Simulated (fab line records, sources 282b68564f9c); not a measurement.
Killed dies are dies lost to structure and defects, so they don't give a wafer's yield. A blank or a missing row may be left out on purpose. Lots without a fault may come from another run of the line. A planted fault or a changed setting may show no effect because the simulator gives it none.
Which tool did it? | flow rit_cmos | 6 lots, 18 wafers sampled, at 3 steps of a route of 202

WHAT THE GAUGES READ, wafer by wafer
RIT_SDANNEAL_RS_MEAS_07: measures by four-point-probe.
lot  | measured    | on            | NLDD_RS (ohm/sq)
L553 | day 3 11:15 | film_metro-01 | 151.2 151.0 151.2
L556 | day 4 09:19 | film_metro-01 | 150.9 150.8 151.2
L563 | day 5 17:17 | film_metro-01 | 158.1 157.6 157.9
L566 | day 6 05:43 | film_metro-01 | 152.4 152.8 152.3
L569 | day 6 21:13 | film_metro-01 | 152.1 152.4 151.6
L572 | day 7 12:02 | film_metro-01 | 152.3 152.6 152.1

WHICH TOOL RAN EACH LOT (tool, then ch and the chambers of the sampled wafers, then the start)
lot  | RIT_NLDD_IMPLANT_08            | RIT_PSD_STRIP_09
L553 | implanter-02 ch 0, day 3 03:11 | plasma_asher-03 ch 0,1, day 3 10:13
L556 | implanter-03 ch 0, day 4 00:53 | plasma_asher-03 ch 0,1, day 4 08:13
L563 | implanter-01 ch 0, day 5 07:10 | plasma_asher-03 ch 0,1, day 5 16:15
L566 | implanter-02 ch 0, day 5 21:40 | plasma_asher-04 ch 0,1, day 6 04:42
L569 | implanter-03 ch 0, day 6 12:56 | plasma_asher-02 ch 0,1, day 6 20:10
L572 | implanter-03 ch 0, day 7 03:58 | plasma_asher-02 ch 0,1, day 7 11:01
- RIT_NLDD_IMPLANT_08
- RIT_PSD_STRIP_09: strips in O2, time 180 s.

THE ANSWER, worked out from the rows above alone
Rule: what is usual is taken from the lots themselves. Put in order of their means at a reading, lots are off if they are a third of the lots or fewer, leave a main group of 4 or more, and stand apart from it by a gap of 3 or more times the standard deviation of the main group's means; of several such gaps the widest counts. A main group whose means are all the same, to the digits that the tables above print for the reading, isn't used. A lot without any number at a reading at which 4 lots or more have one is off too. The other lots that the step has rows for count as sound.
Off: L563, at RIT_SDANNEAL_RS_MEAS_07 (NLDD_RS). The main group: mean 151.8 ohm/sq, standard deviation 0.63.
A tool fits if, at a process step before that reading, it ran every lot that is off, and no sound lot after the first of them. The gauges at RIT_SDANNEAL_RS_MEAS_07 are tried like those tools. Can't be told from this: 2 tools fit, implanter-01 at RIT_NLDD_IMPLANT_08, plasma_asher-03 at RIT_PSD_STRIP_09.

WHAT THE SIMULATOR HAD PUT IN
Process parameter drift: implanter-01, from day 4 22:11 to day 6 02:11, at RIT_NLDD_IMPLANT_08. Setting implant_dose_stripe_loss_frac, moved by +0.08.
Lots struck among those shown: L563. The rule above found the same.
